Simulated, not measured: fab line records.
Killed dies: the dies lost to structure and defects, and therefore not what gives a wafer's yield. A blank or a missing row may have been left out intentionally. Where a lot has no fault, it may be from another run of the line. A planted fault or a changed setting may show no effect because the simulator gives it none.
Lot-split experiment ; flow berkeley cmos170 ; 23 wafers read from 5 lots, route of 331 steps

## ON THE SPLIT
At UCB170_V1_PEB_10, the setting peb temp c was moved away from the recipe's 130 C on 4 of the 23 wafers read, by -1.2% to +2.1%. This setting was run at the recipe's value on the other wafers.

## FROM THE SPLIT TO THE READING: what the file shows between them, 4 steps
- UCB170_V1_DEVELOP_11: develop time 45 s
- UCB170_V1_CD_MEAS_12: target cd 700 nm
- UCB170_V1_ETCH_14: etches SiO2 in CHF3/CF4/Ar, stops on Al, target depth 1250 nm, time 291 s
- UCB170_V1_STRIP_15: strips in O2

## THE READING
At UCB170_V1_CD_MEAS_90: cd nm in nanometres, against a target cd of 700 nm. On this fab line, fault-free wafers typically give 699.2 nm with a standard deviation of 1.6 nm.

wafer;tool, chamber at the split;peb temp c as run, C;against the recipe;cd nm, nm;against lot-mates on the recipe
L075.1;litho track-01, 0;128.5;-1.2%;689.8;-9.6
L075.2;litho track-01, 0;128.5;-1.2%;689.2;-10.2
L075.3;litho track-01, 0;130;recipe;698.6;-
L075.4;litho track-01, 0;130;recipe;699.5;-
L075.5;litho track-01, 0;130;recipe;700.1;-
L079.1;litho track-02, 0;130;recipe;699.6;-
L079.2;litho track-02, 0;130;recipe;699.8;-
L079.3;litho track-02, 0;130;recipe;701.2;-
L079.4;litho track-02, 0;130;recipe;701.1;-
L079.5;litho track-02, 0;130;recipe;700.4;-
L080.1;litho track-04, 0;130;recipe;700.0;-
L080.3;litho track-04, 0;130;recipe;698.6;-
L080.4;litho track-04, 0;130;recipe;701.5;-
L080.5;litho track-04, 0;130;recipe;700.3;-
L080.6;litho track-04, 0;130;recipe;698.9;-
L081.2;litho track-04, 0;130;recipe;700.9;-
L081.4;litho track-04, 0;130;recipe;701.1;-
L081.5;litho track-04, 0;130;recipe;701.6;-
L085.1;litho track-02, 0;132.7;+2.1%;717.5;+15.2
L085.2;litho track-02, 0;130;recipe;700.9;-
L085.3;litho track-02, 0;132.7;+2.1%;716.0;+13.7
L085.4;litho track-02, 0;130;recipe;704.2;-
L085.5;litho track-02, 0;130;recipe;701.8;-

THE FIT
A straight line over all 23 wafers: cd nm changes by +8.26 nm for each +1% of peb temp c; r = +0.98; the points scatter about the line by 1.3 nm.
The same after taking each lot's own level away (the mean of its wafers on the recipe; 23 wafers): +7.37 nm for each +1%; r = +0.98; scatter 0.99 nm.
That fit puts the effect of the largest move of peb temp c on the reading at 15 nm.
From 699.40 to 702.30 nm: that is the span of the lots' own levels, equal to 1.8 times the standard deviation above.
So the slope is not independent of the lot-to-lot level: the two fits are not the same.
Check: with one of the wafers moved furthest among these (+2.1%) left out of the fit, the line predicts +15.1 nm for it against its lot-mates. It came out at +15.2 nm against them.

## OTHER SPLITS APPLIED TO THESE WAFERS
These wafers also went through other splits before the reading. Each is held against what the fit with the lots' levels taken away leaves over:
other split on the same wafers;wafers away from the commonest value;r with cd nm (lot level and that fit taken away)
UCB170_PSD_IMPLANT_08 energy kev;8;-0.18
UCB170_NSD_IMPLANT_08 energy kev;9;+0.00
UCB170_BACKSIDE_SOFTBAKE_02 time s;8;+0.20
UCB170_CONTACT_CVD_01 sih4 flow sccm;10;-0.09
UCB170_V1_CMP_02 leave above ref nm;9;+0.04

## THE WHOLE CHAIN: every reading that the file lists as answering this split, in the file's order
step;what it does;reading;change (the file's fit);r (the file's)
UCB170_V1_CD_MEAS_12;target cd 700 nm;cd nm;+8.1 nm for each +1% of the setting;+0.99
UCB170_V1_ETCH_14;etches SiO2 in CHF3/CF4/Ar, stops on Al, target depth 1250 nm, time 291 s;V1.cd nm (the simulator's own value, which no gauge read);+7.4 nm for each +1% of the setting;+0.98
UCB170_V1_CD_MEAS_90;target cd 700 nm;cd nm;+7.32 nm for each +1% of the setting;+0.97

## FILE'S OWN FIT
cd nm changes by +7.32 nm for each +1% of peb temp c, r = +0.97.
